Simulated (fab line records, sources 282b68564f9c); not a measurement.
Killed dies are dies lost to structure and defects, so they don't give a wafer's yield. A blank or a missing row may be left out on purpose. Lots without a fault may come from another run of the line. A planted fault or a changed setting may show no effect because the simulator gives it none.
Split-lot experiment | flow rit_cmos | 5 lots, 23 wafers read, on a route of 202 steps

THE SPLIT
At RIT_CONTACT_CVD_00 (deposits SiO2 from TEOS, target thk 400 nm, time 61 s), the setting time_s was moved away from the recipe's 61 s on 9 of the 23 wafers read, by -11.5% to +10.8%. The other wafers ran this setting at the recipe's value.

The file shows no step between the split and the reading.

THE READING
CONTACT_TEOS_THK, in nm, at RIT_CONTACT_THK_MEAS_01. Fault-free wafers of this fab line usually give 402 nm, standard deviation 5.4 nm.

wafer  | tool, chamber at the split | time_s as run, s | against the recipe | CONTACT_TEOS_THK, nm | against lot-mates on the recipe
L075.1 | pecvd-03, 2                | 54.48            | -10.7%             | 361                  | -48
L075.3 | pecvd-03, 1                | 61               | recipe             | 404                  | -
L075.4 | pecvd-03, 0                | 54.48            | -10.7%             | 365                  | -44
L075.5 | pecvd-03, 1                | 61               | recipe             | 409                  | -
L075.6 | pecvd-03, 2                | 61               | recipe             | 413                  | -
L079.2 | pecvd-01, 0                | 61               | recipe             | 398                  | -
L079.3 | pecvd-01, 2                | 61               | recipe             | 398                  | -
L079.4 | pecvd-01, 2                | 66.29            | +8.7%              | 438                  | +39
L079.5 | pecvd-01, 1                | 66.29            | +8.7%              | 441                  | +42
L079.6 | pecvd-01, 0                | 61               | recipe             | 400                  | -
L080.1 | pecvd-02, 0                | 53.98            | -11.5%             | 358                  | -45
L080.2 | pecvd-02, 2                | 61               | recipe             | 398                  | -
L080.3 | pecvd-02, 1                | 61               | recipe             | 403                  | -
L080.5 | pecvd-02, 2                | 61               | recipe             | 408                  | -
L080.6 | pecvd-02, 1                | 53.98            | -11.5%             | 361                  | -42
L082.1 | pecvd-01, 0                | 61               | recipe             | 395                  | -
L082.2 | pecvd-01, 1                | 67.59            | +10.8%             | 438                  | +38
L082.4 | pecvd-01, 1                | 67.59            | +10.8%             | 447                  | +48
L082.5 | pecvd-01, 2                | 61               | recipe             | 404                  | -
L082.6 | pecvd-01, 0                | 67.59            | +10.8%             | 445                  | +46
L084.2 | pecvd-03, 1                | 61               | recipe             | 395                  | -
L084.4 | pecvd-03, 2                | 61               | recipe             | 400                  | -
L084.6 | pecvd-03, 1                | 61               | recipe             | 403                  | -

THE FIT
A straight line over all 23 wafers: CONTACT_TEOS_THK changes by +3.82 nm for each +1% of time_s; r = +0.98; the points scatter about the line by 4.7 nm.
The same after taking each lot's own level away (the mean of its wafers on the recipe; 23 wafers): +4.13 nm for each +1%; r = +0.99; scatter 3.8 nm.
On that fit, the largest move of time_s shifts the reading by 48 nm.
The lots' own levels span 398.7 to 408.7 nm, that is 1.9 times the standard deviation above.
So the lot-to-lot level changes the slope little: the two slopes agree.
Check: with one of the wafers moved furthest among these (-11.5%) left out of the fit, the line predicts -47.4 nm for it against its lot-mates. It came out at -45 nm against them.

OTHER SPLITS ON THESE WAFERS
These wafers also went through other splits before the reading. Each is held against what the fit with the lots' levels taken away leaves over:
other split on the same wafers | wafers away from the commonest value | r with CONTACT_TEOS_THK (lot level and that fit taken away)
RIT_PSD_IMPLANT_08 energy_kev  | 11                                   | -0.38

THE WHOLE CHAIN: every reading that the file lists as answering this split, in the file's order
step                    | what it does                                                                | reading                                                                        | change (the file's fit)              | r (the file's)
RIT_CONTACT_CVD_00      | deposits SiO2 from TEOS, target thk 400 nm, time 61 s                       | SiO2_of_CONTACT_CVD_00.thk_nm (the simulator's own value, which no gauge read) | +4.2 nm for each +1% of the setting  | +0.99
RIT_CONTACT_THK_MEAS_01 |                                                                             | CONTACT_TEOS_THK                                                               | +4.15 for each +1% of the setting    | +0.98
RIT_CONTACT_ETCH_11     | etches SiO2 in CHF3/CF4/Ar, stops on TiSi2, target depth 480 nm, time 320 s | etch.depth_nm (the simulator's own value, which no gauge read)                 | +4.2 nm for each +1% of the setting  | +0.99
RIT_CONTACT_ETCH_11     | etches SiO2 in CHF3/CF4/Ar, stops on TiSi2, target depth 480 nm, time 320 s | CONTACT.feature_depth_nm (the simulator's own value, which no gauge read)      | +4.14 nm for each +1% of the setting | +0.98

THE FILE'S OWN FIT
CONTACT_TEOS_THK changes by +4.15 nm for each +1% of time_s, r = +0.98.
